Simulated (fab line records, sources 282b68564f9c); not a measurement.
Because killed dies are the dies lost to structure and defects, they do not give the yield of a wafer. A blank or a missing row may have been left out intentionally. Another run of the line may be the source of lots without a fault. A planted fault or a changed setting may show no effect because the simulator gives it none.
fab line records :: flow rit_cmos
record:
  lots: 13
  wafers: 39
  last_day: 7
route steps=202 shown ACTIVE@4
lots that met no fault: from a run of the same line without faults
start_h: hours from the record's opening day to when the first of the lot's shown wafers began :: wait_h: hours from the lot's prior step to this one :: " as in the row above :: L1.1+2: one row covering several wafers at once :: - no value, or no start was given :: * or withheld: withheld :: < > ~ a bound
route shown NAME@n: names a module that has steps shown in the file, with the first one's number in the route :: usual: mean/standard deviation taken from wafers without a fault :: same: alike in all rows :: chamber/n: place in a boat :: sites: readings site by site :: _std_site: standard deviation of those values :: _edge_site: outer sites' mean less inner sites' :: radius_mm: for every site, how far away it sits from the centre of the wafer :: mask NAME#n: copy n :: behind: the tool/chamber that last shaped the wafer :: hold: the reason the lot was held/the length of the hold in hours/how it ended :: device: names the non-switching transistor (n, p or np) :: end of line: tests run on the same wafers once the route is complete :: for a step that has no rows: nothing shown but its recipe :: killed: dies lost to structure and defects at the first sort, not the wafer's yield :: map: the dies of a wafer, with x for killed, . for not killed, _ for no die there
set.NAME: the run value of the setting; set.NAME@STEP: its run value at that earlier step :: model.NAME: the simulator's own value behind a step, which no gauge read
steps of the route over a sample of lots; a table a step, a row a wafer
services: from which hour (start_h, from the record's first day; less than 0 if before it) a tool's chamber was out of use, for how many hours, and why
== steps ==
step: RIT_ACTIVE_CVD_03
recipe:
  material: Si3N4
  target_thk_nm: 150
  temp_c: 810
  precursor: SiH2Cl2/NH3
  time_s: 1500
  pressure_mtorr: 300
  sih2cl2_flow_sccm: 60
  nh3_flow_sccm: 150
usual:
  spike_tc_centre_C: 811.9/1
  spike_tc_load_C: 832/3.3
  spike_tc_source_C: 834.8/2.1
  susceptor_temp_C: 810.0/0.31
same:
  time_s: 1500
lot.wafer: L864.1
tool: lpcvd-01
chamber: 1
start_h: 13.47
wait_h: 1.4
spike_tc_centre_C: 812.5
spike_tc_load_C: 835
spike_tc_source_C: 833.7
susceptor_temp_C: 809.9

lot.wafer: L864.2
tool: lpcvd-01
chamber: 1
start_h: 13.47
wait_h: 1.4
spike_tc_centre_C: 811.6
spike_tc_load_C: 832
spike_tc_source_C: 834.5
susceptor_temp_C: 809.9

lot.wafer: L864.5
tool: lpcvd-01
chamber: 1
start_h: 13.47
wait_h: 1.4
spike_tc_centre_C: 813.4
spike_tc_load_C: 833
spike_tc_source_C: 833.4
susceptor_temp_C: 810.2

lot.wafer: L865.2
tool: lpcvd-02
chamber: 0
start_h: 17.11
wait_h: 0.0
spike_tc_centre_C: 811.6
spike_tc_load_C: 832
spike_tc_source_C: 838.1
susceptor_temp_C: 809.2

lot.wafer: L865.3
tool: lpcvd-02
chamber: 0
start_h: 17.11
wait_h: 0.0
spike_tc_centre_C: 811.1
spike_tc_load_C: 832
spike_tc_source_C: 835.7
susceptor_temp_C: 809.6

lot.wafer: L865.5
tool: lpcvd-02
chamber: 0
start_h: 17.11
wait_h: 0.0
spike_tc_centre_C: 810.1
spike_tc_load_C: 833
spike_tc_source_C: 836.1
susceptor_temp_C: 809.6

lot.wafer: L866.1
tool: lpcvd-02
chamber: 0
start_h: 22.11
wait_h: 0.1
spike_tc_centre_C: 812.2
spike_tc_load_C: 831
spike_tc_source_C: 836.3
susceptor_temp_C: 809.6

lot.wafer: L866.3
tool: lpcvd-02
chamber: 0
start_h: 22.11
wait_h: 0.1
spike_tc_centre_C: 811.0
spike_tc_load_C: 831
spike_tc_source_C: 835.0
susceptor_temp_C: 809.6

lot.wafer: L866.5
tool: lpcvd-02
chamber: 0
start_h: 22.11
wait_h: 0.1
spike_tc_centre_C: 810.6
spike_tc_load_C: 831
spike_tc_source_C: 837.7
susceptor_temp_C: 810.3

lot.wafer: L867.2
tool: lpcvd-02
chamber: 0
start_h: 27.11
wait_h: 0.0
spike_tc_centre_C: 809.3
spike_tc_load_C: 833
spike_tc_source_C: 838.6
susceptor_temp_C: 810.0

lot.wafer: L867.3
tool: lpcvd-02
chamber: 0
start_h: 27.11
wait_h: 0.0
spike_tc_centre_C: 812.2
spike_tc_load_C: 832
spike_tc_source_C: 837.3
susceptor_temp_C: 810.3

lot.wafer: L867.5
tool: lpcvd-02
chamber: 0
start_h: 27.11
wait_h: 0.0
spike_tc_centre_C: 811.3
spike_tc_load_C: 831
spike_tc_source_C: 836.8
susceptor_temp_C: 810.1

lot.wafer: L868.1
tool: lpcvd-01
chamber: 0
start_h: 32.11
wait_h: 0.1
spike_tc_centre_C: 810.4
spike_tc_load_C: 825
spike_tc_source_C: 834.9
susceptor_temp_C: 809.8

lot.wafer: L868.3
tool: lpcvd-01
chamber: 0
start_h: 32.11
wait_h: 0.1
spike_tc_centre_C: 812.3
spike_tc_load_C: 824
spike_tc_source_C: 833.7
susceptor_temp_C: 810.4

lot.wafer: L868.4
tool: lpcvd-01
chamber: 0
start_h: 32.11
wait_h: 0.1
spike_tc_centre_C: 812.5
spike_tc_load_C: 824
spike_tc_source_C: 834.4
susceptor_temp_C: 810.4

lot.wafer: L869.1
tool: lpcvd-02
chamber: 1
start_h: 37.11
wait_h: 0.1
spike_tc_centre_C: 812.8
spike_tc_load_C: 836
spike_tc_source_C: 832.9
susceptor_temp_C: 809.8

lot.wafer: L869.4
tool: lpcvd-02
chamber: 1
start_h: 37.11
wait_h: 0.1
spike_tc_centre_C: 811.8
spike_tc_load_C: 836
spike_tc_source_C: 833.3
susceptor_temp_C: 810.1

lot.wafer: L869.6
tool: lpcvd-02
chamber: 1
start_h: 37.11
wait_h: 0.1
spike_tc_centre_C: 811.9
spike_tc_load_C: 836
spike_tc_source_C: 832.6
susceptor_temp_C: 810.0

lot.wafer: L870.2
tool: lpcvd-01
chamber: 1
start_h: 42.11
wait_h: 0.0
spike_tc_centre_C: 811.4
spike_tc_load_C: 834
spike_tc_source_C: 832.3
susceptor_temp_C: 809.9

lot.wafer: L870.4
tool: lpcvd-01
chamber: 1
start_h: 42.11
wait_h: 0.0
spike_tc_centre_C: 812.5
spike_tc_load_C: 834
spike_tc_source_C: 833.3
susceptor_temp_C: 810.0

lot.wafer: L870.6
tool: lpcvd-01
chamber: 1
start_h: 42.11
wait_h: 0.0
spike_tc_centre_C: 811.9
spike_tc_load_C: 834
spike_tc_source_C: 834.0
susceptor_temp_C: 810.1

lot.wafer: L871.1
tool: lpcvd-02
chamber: 0
start_h: 47.11
wait_h: 0.1
spike_tc_centre_C: 811.6
spike_tc_load_C: 832
spike_tc_source_C: 837.5
susceptor_temp_C: 810.3

lot.wafer: L871.4
tool: lpcvd-02
chamber: 0
start_h: 47.11
wait_h: 0.1
spike_tc_centre_C: 810.8
spike_tc_load_C: 832
spike_tc_source_C: 835.5
susceptor_temp_C: 809.9

lot.wafer: L871.6
tool: lpcvd-02
chamber: 0
start_h: 47.11
wait_h: 0.1
spike_tc_centre_C: 811.6
spike_tc_load_C: 832
spike_tc_source_C: 837.4
susceptor_temp_C: 810.4

lot.wafer: L879.3
tool: lpcvd-02
chamber: 0
start_h: 87.11
wait_h: 0.0
spike_tc_centre_C: 830.0
spike_tc_load_C: 851
spike_tc_source_C: 856.9
susceptor_temp_C: 829.3

lot.wafer: L879.4
tool: lpcvd-02
chamber: 0
start_h: 87.11
wait_h: 0.0
spike_tc_centre_C: 831.2
spike_tc_load_C: 851
spike_tc_source_C: 855.6
susceptor_temp_C: 829.1

lot.wafer: L879.6
tool: lpcvd-02
chamber: 0
start_h: 87.11
wait_h: 0.0
spike_tc_centre_C: 830.4
spike_tc_load_C: 849
spike_tc_source_C: 856.8
susceptor_temp_C: 828.8

lot.wafer: L881.1
tool: lpcvd-02
chamber: 0
start_h: 97.11
wait_h: 0.1
spike_tc_centre_C: 829.7
spike_tc_load_C: 850
spike_tc_source_C: 857.8
susceptor_temp_C: 829.4

lot.wafer: L881.2
tool: lpcvd-02
chamber: 0
start_h: 97.11
wait_h: 0.1
spike_tc_centre_C: 830.2
spike_tc_load_C: 852
spike_tc_source_C: 855.6
susceptor_temp_C: 829.0

lot.wafer: L881.3
tool: lpcvd-02
chamber: 0
start_h: 97.11
wait_h: 0.1
spike_tc_centre_C: 830.9
spike_tc_load_C: 853
spike_tc_source_C: 857.2
susceptor_temp_C: 828.9

lot.wafer: L882.2
tool: lpcvd-01
chamber: 1
start_h: 102.11
wait_h: 0.0
spike_tc_centre_C: 813.2
spike_tc_load_C: 834
spike_tc_source_C: 832.5
susceptor_temp_C: 809.8

lot.wafer: L882.3
tool: lpcvd-01
chamber: 1
start_h: 102.11
wait_h: 0.0
spike_tc_centre_C: 812.5
spike_tc_load_C: 834
spike_tc_source_C: 836.0
susceptor_temp_C: 810.3

lot.wafer: L882.4
tool: lpcvd-01
chamber: 1
start_h: 102.11
wait_h: 0.0
spike_tc_centre_C: 814.1
spike_tc_load_C: 834
spike_tc_source_C: 833.0
susceptor_temp_C: 810.2

lot.wafer: L885.2
tool: lpcvd-01
chamber: 1
start_h: 117.11
wait_h: 0.0
spike_tc_centre_C: 811.8
spike_tc_load_C: 835
spike_tc_source_C: 833.8
susceptor_temp_C: 810.3

lot.wafer: L885.3
tool: lpcvd-01
chamber: 1
start_h: 117.11
wait_h: 0.0
spike_tc_centre_C: 811.0
spike_tc_load_C: 833
spike_tc_source_C: 832.9
susceptor_temp_C: 810.2

lot.wafer: L885.4
tool: lpcvd-01
chamber: 1
start_h: 117.11
wait_h: 0.0
spike_tc_centre_C: 812.9
spike_tc_load_C: 833
spike_tc_source_C: 832.2
susceptor_temp_C: 810.6

lot.wafer: L887.1
tool: lpcvd-01
chamber: 0
start_h: 127.11
wait_h: 0.1
spike_tc_centre_C: 812.4
spike_tc_load_C: 825
spike_tc_source_C: 834.5
susceptor_temp_C: 809.7

lot.wafer: L887.2
tool: lpcvd-01
chamber: 0
start_h: 127.11
wait_h: 0.1
spike_tc_centre_C: 813.8
spike_tc_load_C: 824
spike_tc_source_C: 833.7
susceptor_temp_C: 809.9

lot.wafer: L887.4
tool: lpcvd-01
chamber: 0
start_h: 127.11
wait_h: 0.1
spike_tc_centre_C: 813.4
spike_tc_load_C: 823
spike_tc_source_C: 835.8
susceptor_temp_C: 810.0
step: RIT_ACTIVE_THK_MEAS_04
recipe:
  reads: Si3N4_of_ACTIVE_CVD_03
usual:
  ACTIVE_NITRIDE_THK: 150.4/1.2
lot.wafer: L864.1
tool: film_metro-01
chamber: -
start_h: 14.89
wait_h: 0.0
ACTIVE_NITRIDE_THK[nm]: 151.1

lot.wafer: L864.2
tool: film_metro-01
chamber: -
start_h: 14.89
wait_h: 0.0
ACTIVE_NITRIDE_THK[nm]: 150.4

lot.wafer: L864.5
tool: film_metro-01
chamber: -
start_h: 14.89
wait_h: 0.0
ACTIVE_NITRIDE_THK[nm]: 149.4

lot.wafer: L865.2
tool: film_metro-03
chamber: -
start_h: 19.25
wait_h: 0.0
ACTIVE_NITRIDE_THK[nm]: 150.0

lot.wafer: L865.3
tool: film_metro-03
chamber: -
start_h: 19.25
wait_h: 0.0
ACTIVE_NITRIDE_THK[nm]: 150.0

lot.wafer: L865.5
tool: film_metro-03
chamber: -
start_h: 19.25
wait_h: 0.0
ACTIVE_NITRIDE_THK[nm]: 150.0

lot.wafer: L866.1
tool: film_metro-04
chamber: -
start_h: 24.24
wait_h: 0.0
ACTIVE_NITRIDE_THK[nm]: 150.3

lot.wafer: L866.3
tool: film_metro-04
chamber: -
start_h: 24.24
wait_h: 0.0
ACTIVE_NITRIDE_THK[nm]: 151.7

lot.wafer: L866.5
tool: film_metro-04
chamber: -
start_h: 24.24
wait_h: 0.0
ACTIVE_NITRIDE_THK[nm]: 150.0

lot.wafer: L867.2
tool: film_metro-03
chamber: -
start_h: 28.54
wait_h: 0.0
ACTIVE_NITRIDE_THK[nm]: 151.7

lot.wafer: L867.3
tool: film_metro-03
chamber: -
start_h: 28.54
wait_h: 0.0
ACTIVE_NITRIDE_THK[nm]: 150.9

lot.wafer: L867.5
tool: film_metro-03
chamber: -
start_h: 28.54
wait_h: 0.0
ACTIVE_NITRIDE_THK[nm]: 150.9

lot.wafer: L868.1
tool: film_metro-01
chamber: -
start_h: 33.53
wait_h: 0.0
ACTIVE_NITRIDE_THK[nm]: 151.4

lot.wafer: L868.3
tool: film_metro-01
chamber: -
start_h: 33.53
wait_h: 0.0
ACTIVE_NITRIDE_THK[nm]: 151.6

lot.wafer: L868.4
tool: film_metro-01
chamber: -
start_h: 33.53
wait_h: 0.0
ACTIVE_NITRIDE_THK[nm]: 149.8

lot.wafer: L869.1
tool: film_metro-03
chamber: -
start_h: 38.53
wait_h: 0.0
ACTIVE_NITRIDE_THK[nm]: 150.0

lot.wafer: L869.4
tool: film_metro-03
chamber: -
start_h: 38.53
wait_h: 0.0
ACTIVE_NITRIDE_THK[nm]: 149.8

lot.wafer: L869.6
tool: film_metro-03
chamber: -
start_h: 38.53
wait_h: 0.0
ACTIVE_NITRIDE_THK[nm]: 150.6

lot.wafer: L870.2
tool: film_metro-01
chamber: -
start_h: 43.54
wait_h: 0.0
ACTIVE_NITRIDE_THK[nm]: 153.3

lot.wafer: L870.4
tool: film_metro-01
chamber: -
start_h: 43.54
wait_h: 0.0
ACTIVE_NITRIDE_THK[nm]: 152.0

lot.wafer: L870.6
tool: film_metro-01
chamber: -
start_h: 43.54
wait_h: 0.0
ACTIVE_NITRIDE_THK[nm]: 151.9

lot.wafer: L871.1
tool: film_metro-01
chamber: -
start_h: 48.53
wait_h: 0.0
ACTIVE_NITRIDE_THK[nm]: 150.2

lot.wafer: L871.4
tool: film_metro-01
chamber: -
start_h: 48.53
wait_h: 0.0
ACTIVE_NITRIDE_THK[nm]: 150.2

lot.wafer: L871.6
tool: film_metro-01
chamber: -
start_h: 48.53
wait_h: 0.0
ACTIVE_NITRIDE_THK[nm]: 149.0

lot.wafer: L879.3
tool: film_metro-04
chamber: -
start_h: 88.55
wait_h: 0.0
ACTIVE_NITRIDE_THK[nm]: 211.7

lot.wafer: L879.4
tool: film_metro-04
chamber: -
start_h: 88.55
wait_h: 0.0
ACTIVE_NITRIDE_THK[nm]: 209.4

lot.wafer: L879.6
tool: film_metro-04
chamber: -
start_h: 88.55
wait_h: 0.0
ACTIVE_NITRIDE_THK[nm]: 209.9

lot.wafer: L881.1
tool: film_metro-01
chamber: -
start_h: 98.53
wait_h: 0.0
ACTIVE_NITRIDE_THK[nm]: 211.3

lot.wafer: L881.2
tool: film_metro-01
chamber: -
start_h: 98.53
wait_h: 0.0
ACTIVE_NITRIDE_THK[nm]: 210.4

lot.wafer: L881.3
tool: film_metro-01
chamber: -
start_h: 98.53
wait_h: 0.0
ACTIVE_NITRIDE_THK[nm]: 211.1

lot.wafer: L882.2
tool: film_metro-04
chamber: -
start_h: 103.54
wait_h: 0.0
ACTIVE_NITRIDE_THK[nm]: 149.3

lot.wafer: L882.3
tool: film_metro-04
chamber: -
start_h: 103.54
wait_h: 0.0
ACTIVE_NITRIDE_THK[nm]: 150.2

lot.wafer: L882.4
tool: film_metro-04
chamber: -
start_h: 103.54
wait_h: 0.0
ACTIVE_NITRIDE_THK[nm]: 148.9

lot.wafer: L885.2
tool: film_metro-03
chamber: -
start_h: 118.54
wait_h: 0.0
ACTIVE_NITRIDE_THK[nm]: 150.9

lot.wafer: L885.3
tool: film_metro-03
chamber: -
start_h: 118.54
wait_h: 0.0
ACTIVE_NITRIDE_THK[nm]: 150.5

lot.wafer: L885.4
tool: film_metro-03
chamber: -
start_h: 118.54
wait_h: 0.0
ACTIVE_NITRIDE_THK[nm]: 150.9

lot.wafer: L887.1
tool: film_metro-03
chamber: -
start_h: 128.53
wait_h: 0.0
ACTIVE_NITRIDE_THK[nm]: 151.5

lot.wafer: L887.2
tool: film_metro-03
chamber: -
start_h: 128.53
wait_h: 0.0
ACTIVE_NITRIDE_THK[nm]: 150.4

lot.wafer: L887.4
tool: film_metro-03
chamber: -
start_h: 128.53
wait_h: 0.0
ACTIVE_NITRIDE_THK[nm]: 149.7
step: RIT_ACTIVE_ETCH_13
recipe:
  stop_on: SiO2
  chemistry: SF6
  target: Si3N4
  time_s: 210
  over_etch_frac: 0.4
  SF6_flow_sccm: 200
  pressure_mtorr: 260
  rf_w: 125
  target_depth_a: 2100
usual:
  drypump_motor_current_A: 5.4/0.53
  oes_product_au: 0.821/0.013
  throttle_valve_pct: 7.47/0.082
same:
  time_s: 210
lot.wafer: L864.1
tool: rie_diel-03
chamber: 1
start_h: 16.09
wait_h: 0.1
drypump_motor_current_A: 4.8
oes_product_au: 0.832
rf_hours_counter_h: 179
throttle_valve_pct: 7.54

lot.wafer: L864.2
tool: rie_diel-03
chamber: 3
start_h: 16.09
wait_h: 0.1
drypump_motor_current_A: 5.1
oes_product_au: 0.824
rf_hours_counter_h: 42
throttle_valve_pct: 7.53

lot.wafer: L864.5
tool: rie_diel-03
chamber: 1
start_h: 16.09
wait_h: 0.1
drypump_motor_current_A: 4.8
oes_product_au: 0.834
rf_hours_counter_h: -
throttle_valve_pct: 7.54

lot.wafer: L865.2
tool: rie_diel-04
chamber: 1
start_h: 20.54
wait_h: 0.1
drypump_motor_current_A: 5.5
oes_product_au: 0.814
rf_hours_counter_h: 153
throttle_valve_pct: 7.49

lot.wafer: L865.3
tool: rie_diel-04
chamber: 0
start_h: 20.54
wait_h: 0.1
drypump_motor_current_A: 6.4
oes_product_au: 0.840
rf_hours_counter_h: 135
throttle_valve_pct: 7.32

lot.wafer: L865.5
tool: rie_diel-04
chamber: 3
start_h: 20.54
wait_h: 0.1
drypump_motor_current_A: 5.4
oes_product_au: 0.832
rf_hours_counter_h: -
throttle_valve_pct: 7.45

lot.wafer: L866.1
tool: rie_diel-04
chamber: 0
start_h: 25.42
wait_h: 0.1
drypump_motor_current_A: 6.4
oes_product_au: 0.839
rf_hours_counter_h: 135
throttle_valve_pct: 7.32

lot.wafer: L866.3
tool: rie_diel-04
chamber: 1
start_h: 25.42
wait_h: 0.1
drypump_motor_current_A: 5.5
oes_product_au: 0.823
rf_hours_counter_h: 153
throttle_valve_pct: 7.48

lot.wafer: L866.5
tool: rie_diel-04
chamber: 1
start_h: 25.42
wait_h: 0.1
drypump_motor_current_A: 5.5
oes_product_au: 0.821
rf_hours_counter_h: -
throttle_valve_pct: 7.48

lot.wafer: L867.2
tool: rie_diel-03
chamber: 3
start_h: 29.71
wait_h: 0.1
drypump_motor_current_A: 5.1
oes_product_au: 0.815
rf_hours_counter_h: 43
throttle_valve_pct: 7.53

lot.wafer: L867.3
tool: rie_diel-03
chamber: 2
start_h: 29.71
wait_h: 0.1
drypump_motor_current_A: 4.7
oes_product_au: 0.816
rf_hours_counter_h: 109
throttle_valve_pct: 7.42

lot.wafer: L867.5
tool: rie_diel-03
chamber: 0
start_h: 29.71
wait_h: 0.1
drypump_motor_current_A: 5.8
oes_product_au: 0.839
rf_hours_counter_h: -
throttle_valve_pct: 7.57

lot.wafer: L868.1
tool: rie_diel-03
chamber: 2
start_h: 34.83
wait_h: 0.1
drypump_motor_current_A: 4.7
oes_product_au: 0.818
rf_hours_counter_h: 109
throttle_valve_pct: 7.42

lot.wafer: L868.3
tool: rie_diel-03
chamber: 3
start_h: 34.83
wait_h: 0.1
drypump_motor_current_A: 5.1
oes_product_au: 0.817
rf_hours_counter_h: 43
throttle_valve_pct: 7.52

lot.wafer: L868.4
tool: rie_diel-03
chamber: 0
start_h: 34.83
wait_h: 0.1
drypump_motor_current_A: 5.8
oes_product_au: 0.845
rf_hours_counter_h: -
throttle_valve_pct: 7.56

lot.wafer: L869.1
tool: rie_diel-03
chamber: 3
start_h: 39.71
wait_h: 0.1
drypump_motor_current_A: 5.1
oes_product_au: 0.826
rf_hours_counter_h: 43
throttle_valve_pct: 7.53

lot.wafer: L869.4
tool: rie_diel-03
chamber: 3
start_h: 39.71
wait_h: 0.1
drypump_motor_current_A: 5.1
oes_product_au: 0.818
rf_hours_counter_h: -
throttle_valve_pct: 7.52

lot.wafer: L869.6
tool: rie_diel-03
chamber: 2
start_h: 39.71
wait_h: 0.1
drypump_motor_current_A: 4.7
oes_product_au: 0.809
rf_hours_counter_h: -
throttle_valve_pct: 7.42

lot.wafer: L870.2
tool: rie_diel-03
chamber: 1
start_h: 44.80
wait_h: 0.1
drypump_motor_current_A: 4.8
oes_product_au: 0.803
rf_hours_counter_h: 0
throttle_valve_pct: 7.56

lot.wafer: L870.4
tool: rie_diel-03
chamber: 0
start_h: 44.80
wait_h: 0.1
drypump_motor_current_A: 5.8
oes_product_au: 0.835
rf_hours_counter_h: 1
throttle_valve_pct: 7.55

lot.wafer: L870.6
tool: rie_diel-03
chamber: 3
start_h: 44.80
wait_h: 0.1
drypump_motor_current_A: 5.1
oes_product_au: 0.820
rf_hours_counter_h: -
throttle_valve_pct: 7.53

lot.wafer: L871.1
tool: rie_diel-04
chamber: 1
start_h: 49.83
wait_h: 0.1
drypump_motor_current_A: 5.5
oes_product_au: 0.817
rf_hours_counter_h: 154
throttle_valve_pct: 7.48

lot.wafer: L871.4
tool: rie_diel-04
chamber: 2
start_h: 49.83
wait_h: 0.1
drypump_motor_current_A: 5.7
oes_product_au: 0.815
rf_hours_counter_h: 130
throttle_valve_pct: 7.40

lot.wafer: L871.6
tool: rie_diel-04
chamber: 0
start_h: 49.83
wait_h: 0.1
drypump_motor_current_A: 6.5
oes_product_au: 0.833
rf_hours_counter_h: -
throttle_valve_pct: 7.32

lot.wafer: L879.3
tool: rie_diel-04
chamber: 2
start_h: 89.71
wait_h: 0.1
drypump_motor_current_A: 5.7
oes_product_au: 0.965
rf_hours_counter_h: 131
throttle_valve_pct: 7.40

lot.wafer: L879.4
tool: rie_diel-04
chamber: 3
start_h: 89.71
wait_h: 0.1
drypump_motor_current_A: 5.4
oes_product_au: 1.011
rf_hours_counter_h: 67
throttle_valve_pct: 7.45

lot.wafer: L879.6
tool: rie_diel-04
chamber: 1
start_h: 89.71
wait_h: 0.1
drypump_motor_current_A: 5.5
oes_product_au: 0.995
rf_hours_counter_h: -
throttle_valve_pct: 7.50

lot.wafer: L881.1
tool: rie_diel-03
chamber: 1
start_h: 99.71
wait_h: 0.1
drypump_motor_current_A: 4.8
oes_product_au: 0.965
rf_hours_counter_h: 1
throttle_valve_pct: 7.57

lot.wafer: L881.2
tool: rie_diel-03
chamber: 0
start_h: 99.71
wait_h: 0.1
drypump_motor_current_A: 5.8
oes_product_au: 1.009
rf_hours_counter_h: 2
throttle_valve_pct: 7.57

lot.wafer: L881.3
tool: rie_diel-03
chamber: 2
start_h: 99.71
wait_h: 0.1
drypump_motor_current_A: 4.7
oes_product_au: 0.970
rf_hours_counter_h: 110
throttle_valve_pct: 7.44

lot.wafer: L882.2
tool: rie_diel-02
chamber: 3
start_h: 104.71
wait_h: 0.1
drypump_motor_current_A: 5.7
oes_product_au: 0.812
rf_hours_counter_h: 56
throttle_valve_pct: 7.52

lot.wafer: L882.3
tool: rie_diel-02
chamber: 1
start_h: 104.71
wait_h: 0.1
drypump_motor_current_A: 5.7
oes_product_au: 0.817
rf_hours_counter_h: 4
throttle_valve_pct: 7.44

lot.wafer: L882.4
tool: rie_diel-02
chamber: 0
start_h: 104.71
wait_h: 0.1
drypump_motor_current_A: 6.4
oes_product_au: 0.828
rf_hours_counter_h: 116
throttle_valve_pct: 7.30

lot.wafer: L885.2
tool: rie_diel-03
chamber: 2
start_h: 119.71
wait_h: 0.1
drypump_motor_current_A: 4.7
oes_product_au: 0.802
rf_hours_counter_h: 111
throttle_valve_pct: 7.42

lot.wafer: L885.3
tool: rie_diel-03
chamber: 1
start_h: 119.71
wait_h: 0.1
drypump_motor_current_A: 4.8
oes_product_au: 0.794
rf_hours_counter_h: 2
throttle_valve_pct: 7.54

lot.wafer: L885.4
tool: rie_diel-03
chamber: 3
start_h: 119.71
wait_h: 0.1
drypump_motor_current_A: 5.1
oes_product_au: 0.818
rf_hours_counter_h: 44
throttle_valve_pct: 7.53

lot.wafer: L887.1
tool: rie_diel-04
chamber: 0
start_h: 129.71
wait_h: 0.1
drypump_motor_current_A: 6.4
oes_product_au: 0.835
rf_hours_counter_h: 136
throttle_valve_pct: 7.33

lot.wafer: L887.2
tool: rie_diel-04
chamber: 2
start_h: 129.71
wait_h: 0.1
drypump_motor_current_A: 5.6
oes_product_au: 0.802
rf_hours_counter_h: 132
throttle_valve_pct: 7.39

lot.wafer: L887.4
tool: rie_diel-04
chamber: 3
start_h: 129.71
wait_h: 0.1
drypump_motor_current_A: 5.4
oes_product_au: 0.828
rf_hours_counter_h: -
throttle_valve_pct: 7.45
== services ==
tool: rie_diel-02
chamber: 2
start_h: -5.73
hours: 4.0
kind: repair

tool: rie_diel-03
chamber: 0
start_h: -3.35
hours: -
kind: clean

tool: rie_diel-03
chamber: 0
start_h: -3.35
hours: 21.2
kind: scheduled_down

tool: rie_diel-03
chamber: 0
start_h: -3.35
hours: 21.2
kind: vent_cycle

tool: lpcvd-01
chamber: -
start_h: 7.44
hours: 2.8
kind: pm

tool: rie_diel-03
chamber: 1
start_h: 17.85
hours: -
kind: clean

tool: rie_diel-03
chamber: 1
start_h: 17.85
hours: 24.1
kind: scheduled_down

tool: rie_diel-03
chamber: 1
start_h: 17.85
hours: 24.1
kind: vent_cycle

tool: rie_diel-04
chamber: -
start_h: 38.62
hours: 1.4
kind: repair

tool: rie_diel-04
chamber: 2
start_h: 75.73
hours: 3.9
kind: repair

tool: rie_diel-04
chamber: -
start_h: 85.46
hours: 1.3
kind: repair

tool: rie_diel-04
chamber: 3
start_h: 100.90
hours: 8.7
kind: repair

tool: rie_diel-04
chamber: 1
start_h: 121.16
hours: -
kind: clean

tool: rie_diel-04
chamber: 1
start_h: 121.16
hours: 15.9
kind: scheduled_down

tool: rie_diel-04
chamber: 1
start_h: 121.16
hours: 15.9
kind: vent_cycle
== key ==
first_sign:
  step: RIT_ACTIVE_CVD_03
  reading: susceptor_temp_C
  direction: up
  sigmas: 62
  usual: *
  struck: *
effect:
  step: RIT_ACTIVE_CVD_03
  reading: spike_tc_centre_C
  direction: up
  sigmas: 19
  usual: 811.9
  struck: 830.4
effect:
  step: RIT_ACTIVE_THK_MEAS_04
  reading: ACTIVE_NITRIDE_THK
  direction: up
  sigmas: 50
  usual: 150.4
  struck: 210.6
effect:
  step: RIT_ACTIVE_ETCH_13
  reading: oes_product_au
  direction: up
  sigmas: 12
  usual: 0.821
  struck: 0.986
met_at RIT_ACTIVE_CVD_03
struck_lots L879,L881
struck_wafers L879.3,L879.4,L879.6,L881.1,L881.2,L881.3
later_rows_left_out L879.3,L881.1,L881.3
sort_left_out L879.3,L879.4,L879.6,L881.1,L881.2,L881.3
tester_left_out L879,L881
onset_between 47.11 87.11
fault:
  kind: process_parameter_drift
  tool: lpcvd-02
  chamber: 0
  onset_h: 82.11
  steps: RIT_ACTIVE_CVD_03
  channel: temp_c
  offset: *
  shape: step
  end_h: 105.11
  acts_in: *
  stated: *
tester_left_out: of these lots the tester's yield and bins aren't shown, on N5 and GAA mostly nor the transistor test; their killed dies are dies lost to structure and defects alone, not to doping, threshold or leakage, so they don't give the yield
sort_left_out: the simulated sort isn't trusted on such a fault, so these wafers' sort isn't shown, and their yield isn't known
later_rows_left_out: the simulator's readings of these wafers behind a module that went badly wrong aren't trusted and aren't shown, but for the sort
